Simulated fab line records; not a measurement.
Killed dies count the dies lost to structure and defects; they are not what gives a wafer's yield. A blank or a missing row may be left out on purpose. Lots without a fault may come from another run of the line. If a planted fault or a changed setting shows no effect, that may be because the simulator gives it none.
One fault through the eyes of 2 desks ; flow rit_cmos ; what lay behind the numbers comes last; until then each desk has only its own

THE TOOL OWNER'S DESK: rie_metal-04
The tool's own readings at RIT_M1_METAL_ETCH_12 (etches Al in Cl2/BCl3, stops on SiO2, time 165 s, target depth 600 nm): means of the sampled wafers that have a number, for each lot that ran on this tool. The brackets show how far a lot's mean lies from the usual mean; more than 4 standard deviations puts the lot out of limits, marked OUT.
Columns: A = chamber_pressure_mTorr at RIT_M1_METAL_ETCH_12, usual 100.00 mTorr; B = drypump_motor_current_A at RIT_M1_METAL_ETCH_12, usual 5.6 A; C = mfc_cl2_sccm at RIT_M1_METAL_ETCH_12, usual 60.01 sccm; D = oes_product_au at RIT_M1_METAL_ETCH_12, usual 0.769 a.u.; E = rf_fwd_power_W at RIT_M1_METAL_ETCH_12, usual 249.1 W; F = throttle_valve_pct at RIT_M1_METAL_ETCH_12, usual 8.32 %
lot;first seen here;A;B;C;D;E;F
L947;day 3 07:57;100.02;5.2;60.21;0.774;248.7;8.40
L950;day 3 22:19;99.98;5.2;59.95;0.771;249.3;8.41
L953;day 4 13:26;100.01;5.3;59.98;0.781;249.5;8.45
L962;day 6 08:48;99.99;5.2;59.88;0.763;263.0 (+19) OUT;8.38
L964;day 6 22:11;99.98;5.2;60.01;0.770;258.6 (+13) OUT;8.36
This desk finds L962, L964 out of limits, L962 being first, at day 6 08:48 (rf_fwd_power_W at RIT_M1_METAL_ETCH_12). In limits: L947, L950, L953.

METROLOGY DESK
Means of the sampled wafers that have a number, per lot and without regard to the tool the lot ran on: this is what the gauges read. The brackets show how far a lot's mean lies from the usual mean; more than 4 standard deviations puts the lot out of limits, marked OUT.
Columns: A = NWELL_OVL at RIT_NWELL_OVL_MEAS_06, usual 0.1 nm; B = PWELL_OVL at RIT_PWELL_OVL_MEAS_06, usual 0.7 nm; C = PSD_TW at RIT_PSD_TW_MEAS_10, usual 3441; D = cd_nm at RIT_M1_CD_MEAS_90, usual 2602.0 nm
lot;first seen here;A;B;C;D
L947;day 1 21:16;-1.7;1.1;3470;2604.1
L948;day 2 01:28;-0.7;0.8;3459;2601.4
L949;day 2 06:17;-1.6;0.7;3525;2605.3
L950;day 2 11:22;-0.1;-0.2;3473;2599.5
L951;day 2 17:35;-1.3;1.7;3463;2599.6
L952;day 2 22:45;-0.8;-1.1;3397;2601.8
L953;day 3 04:14;0.3;1.1;3393;2600.8
L957;day 3 22:46;2.1;2.3;3463;2602.2
L962;day 4 23:26;0.6;0.8;3512;2597.8
L964;day 5 11:42;-1.1;-0.7;3377;2598.0
L965;day 5 14:30;-1.0;0.7;3445;2599.8
L966;day 5 19:16;1.2;2.0;3437;2604.5
L968;day 6 05:29;0.9;2.7;3424;2601.9
L969;day 6 12:04;-0.4;1.6;3532;2605.4
This desk found nothing out of limits on any of the 14 lots.

PUT TOGETHER
An alarm could have come from the tool owner's desk at day 6 08:48, on L962, L964.
The metrology desk saw nothing out of limits.
The metrology desk has L962, L964 on record, within its limits.
Every lot named ran RIT_M1_METAL_ETCH_12 on rie_metal-04.

WHAT WAS PUT IN BY THE SIMULATOR
rie_metal-04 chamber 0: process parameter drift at RIT_M1_METAL_ETCH_12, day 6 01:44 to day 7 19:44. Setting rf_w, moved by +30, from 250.
Lots struck among those shown: L962, L964.
How many hours passed from the start of the fault until each desk's first out-of-limits reading: the tool owner's desk, 7.
